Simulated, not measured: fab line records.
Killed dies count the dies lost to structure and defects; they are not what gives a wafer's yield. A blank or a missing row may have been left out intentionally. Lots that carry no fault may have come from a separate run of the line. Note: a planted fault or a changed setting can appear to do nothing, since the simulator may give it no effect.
Chamber matching    flow berkeley_cmos170    rie_diel-03 running UCB170_CONTACT_ETCH_17: 4 sister chambers
The step etches BARC in N2/H2. 16 wafers are shown with their chamber, then 8 later ones without.

== WAFERS, EACH WITH ITS CHAMBER ==
wafer   chamber  drypump_motor_current_A (A)  throttle_valve_pct (%)  oes_product_au (a.u.)
L163.2  3        5.3                          13.18                   0.986
L163.5  2        6.2                          13.50                   1.008
L163.6  1        5.4                          13.37                   1.010
L165.1  0        5.8                          13.40                   1.025
L165.4  2        6.2                          13.50                   1.015
L165.5  2        6.2                          13.48                   1.006
L168.1  2        6.2                          13.50                   1.016
L168.4  0        5.8                          13.39                   1.026
L168.6  2        6.2                          13.49                   1.011
L176.2  0        5.9                          13.39                   1.014
L176.5  2        6.2                          13.53                   0.993
L176.6  1        5.4                          13.37                   1.008
L177.1  3        5.3                          13.18                   0.989
L177.2  2        6.2                          13.53                   0.996
L177.3  1        5.4                          13.37                   0.999
L178.2  1        5.3                          13.33                   1.008

SIGNATURES (averages over the wafers above)
reading                  chamber 0  chamber 1  chamber 2  chamber 3  scatter within a chamber
drypump_motor_current_A  5.833      5.375      6.200      5.300      0.0344
throttle_valve_pct       13.3933    13.3600    13.5043    13.1800    0.0169
oes_product_au           1.02167    1.00625    1.00643    0.98750    0.00732
Rule: distance of a wafer from a chamber = root of the sum over the readings of ((wafer's reading minus chamber's mean) / reading's scatter) squared. If the next closest chamber is less than 2 further off than the closest, the wafer can't be placed; otherwise it belongs to the closest. The scatter is the square root of a quotient: the sum, over the shown wafers, of each reading's squared deviation from its chamber's mean, divided by wafers minus chambers.

== WAFERS WITHOUT THEIR CHAMBER ==
wafer   drypump_motor_current_A (A)  throttle_valve_pct (%)  oes_product_au (a.u.)
L178.3  6.1                          13.51                   0.998
L178.6  5.8                          13.41                   1.021
L180.2  5.8                          13.39                   1.027
L180.3  5.4                          13.33                   1.011
L180.6  5.3                          13.19                   0.984
L183.2  5.3                          13.35                   1.005
L183.4  6.2                          13.53                   0.990
L183.6  5.4                          13.36                   0.997

== WHICH CHAMBER EACH ONE RAN IN ==
wafer   from the rows above  in truth
L178.3  2                    2
L178.6  0                    0
L180.2  0                    0
L180.3  1                    1
L180.6  3                    3
L183.2  1                    1
L183.4  2                    2
L183.6  1                    1
8 of 8 placed correctly. Left unplaced by these rows: 0. 0 placed wrongly.
